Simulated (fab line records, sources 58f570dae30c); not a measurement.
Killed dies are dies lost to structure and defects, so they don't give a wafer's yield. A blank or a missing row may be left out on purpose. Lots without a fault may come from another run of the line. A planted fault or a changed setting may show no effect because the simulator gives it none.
Which tool did it? | flow berkeley_cmos170 | 12 lots, 36 wafers sampled, at 3 steps of a route of 331

WHAT THE GAUGES READ, wafer by wafer
UCB170_V2_BOW_MEAS_03.
lot  | measured     | on            | V2_BOW (um)
L751 | day 9 11:31  | film_metro-03 | 45 39 37
L752 | day 9 22:52  | film_metro-03 | 50 39 39
L753 | day 10 01:20 | film_metro-02 | 34 36 30
L755 | day 10 13:49 | film_metro-04 | 27 44 34
L754 | day 10 14:19 | film_metro-04 | 34 36 33
L756 | day 10 14:35 | film_metro-03 | 37 39 36
L760 | day 11 04:57 | film_metro-02 | 22 38 32
L758 | day 11 05:09 | film_metro-02 | 34 43 40
L767 | day 12 09:53 | film_metro-03 | 31 38 41
L769 | day 12 19:58 | film_metro-02 | 36 25 39
L772 | day 13 07:50 | film_metro-02 | 33 36 46
L773 | day 13 20:37 | film_metro-02 | 29 42 48

WHICH TOOL RAN EACH LOT (tool, then ch and the chambers of the sampled wafers, then the start)
lot  | UCB170_M2_ETCH_17                  | UCB170_V2_CMP_02
L751 | rie_diel-01 ch 0,2,3, day 9 10:33  | cmp-01 ch 0,2,3, day 9 11:13
L752 | rie_diel-03 ch 1,3, day 9 21:53    | cmp-01 ch 0,1,3, day 9 22:34
L753 | rie_diel-03 ch 1,2,3, day 10 00:20 | cmp-02 ch 1,3, day 10 01:01
L755 | rie_diel-03 ch 1,3, day 10 12:50   | cmp-02 ch 0,1,3, day 10 13:30
L754 | rie_diel-02 ch 0,1,2, day 10 13:19 | cmp-01 ch 0,1,2, day 10 14:08
L756 | rie_diel-01 ch 0,1,3, day 10 13:34 | cmp-02 ch 1,2,3, day 10 14:23
L760 | rie_diel-03 ch 2,3, day 11 03:59   | cmp-02 ch 2,3, day 11 04:39
L758 | rie_diel-01 ch 0,3, day 11 04:05   | cmp-01 ch 1,2, day 11 04:52
L767 | rie_diel-03 ch 0,1,3, day 12 08:43 | cmp-02 ch 0,1,3, day 12 09:34
L769 | rie_diel-01 ch 0,2,3, day 12 18:59 | cmp-02 ch 0,1,2, day 12 19:40
L772 | rie_diel-02 ch 0,1,2, day 13 06:52 | cmp-02 ch 0,1,3, day 13 07:38
L773 | rie_diel-02 ch 1,2, day 13 19:20   | cmp-01 ch 0,3, day 13 20:16
- UCB170_M2_ETCH_17: etches BARC in N2/H2.
- UCB170_V2_CMP_02: polishes SiO2.

WHAT THE TOOLS THEMSELVES READ (means of the sampled wafers that have a number; where no wafer has one, the mark that the record gives instead)
UCB170_M2_ETCH_17.
lot  | tool        | drypump_motor_current_A (A) | oes_product_au (a.u.) | throttle_valve_pct (%)
L751 | rie_diel-01 | 6.1                         | 0.991                 | 13.37
L752 | rie_diel-03 | 5.8                         | 1.011                 | 13.44
L753 | rie_diel-03 | 5.9                         | 1.011                 | 13.31
L755 | rie_diel-03 | 5.8                         | 1.005                 | 13.40
L754 | rie_diel-02 | 5.9                         | 1.023                 | 13.34
L756 | rie_diel-01 | 5.9                         | 0.992                 | 13.35
L760 | rie_diel-03 | 5.9                         | 1.020                 | 13.28
L758 | rie_diel-01 | 5.9                         | 0.987                 | 13.46
L767 | rie_diel-03 | 5.7                         | 1.013                 | 13.29
L769 | rie_diel-01 | 6.1                         | 0.991                 | 13.38
L772 | rie_diel-02 | 6.0                         | 1.018                 | 13.35
L773 | rie_diel-02 | 6.4                         | 1.035                 | 13.41

UCB170_V2_CMP_02.
lot  | tool   | motor_current_A (A)
L751 | cmp-01 | 14.9
L752 | cmp-01 | 15.5
L753 | cmp-02 | 15.7
L755 | cmp-02 | 15.5
L754 | cmp-01 | 14.3
L756 | cmp-02 | 15.5
L760 | cmp-02 | 16.5
L758 | cmp-01 | 13.5
L767 | cmp-02 | 15.1
L769 | cmp-02 | 14.7
L772 | cmp-02 | 15.5
L773 | cmp-01 | 15.4

THE ANSWER, worked out from the rows above alone
Rule: what is usual is taken from the lots themselves. Put in order of their means at a reading, lots are off if they are a third of the lots or fewer, leave a main group of 4 or more, and stand apart from it by a gap of 3 or more times the standard deviation of the main group's means; of several such gaps the widest counts. A main group whose means are all the same, to the digits that the tables above print for the reading, isn't used. A lot without any number at a reading at which 4 lots or more have one is off too. The other lots that the step has rows for count as sound. The gauges are gone through in route order, then the tools' own readings, and for those a lot's mean is taken as printed above. The first step at which some lot is off is used, and at that step the reading that is off furthest; a lot without a number counts as furthest.
No lot is off at any reading shown: from this, nothing can be told.

WHAT THE SIMULATOR HAD PUT IN
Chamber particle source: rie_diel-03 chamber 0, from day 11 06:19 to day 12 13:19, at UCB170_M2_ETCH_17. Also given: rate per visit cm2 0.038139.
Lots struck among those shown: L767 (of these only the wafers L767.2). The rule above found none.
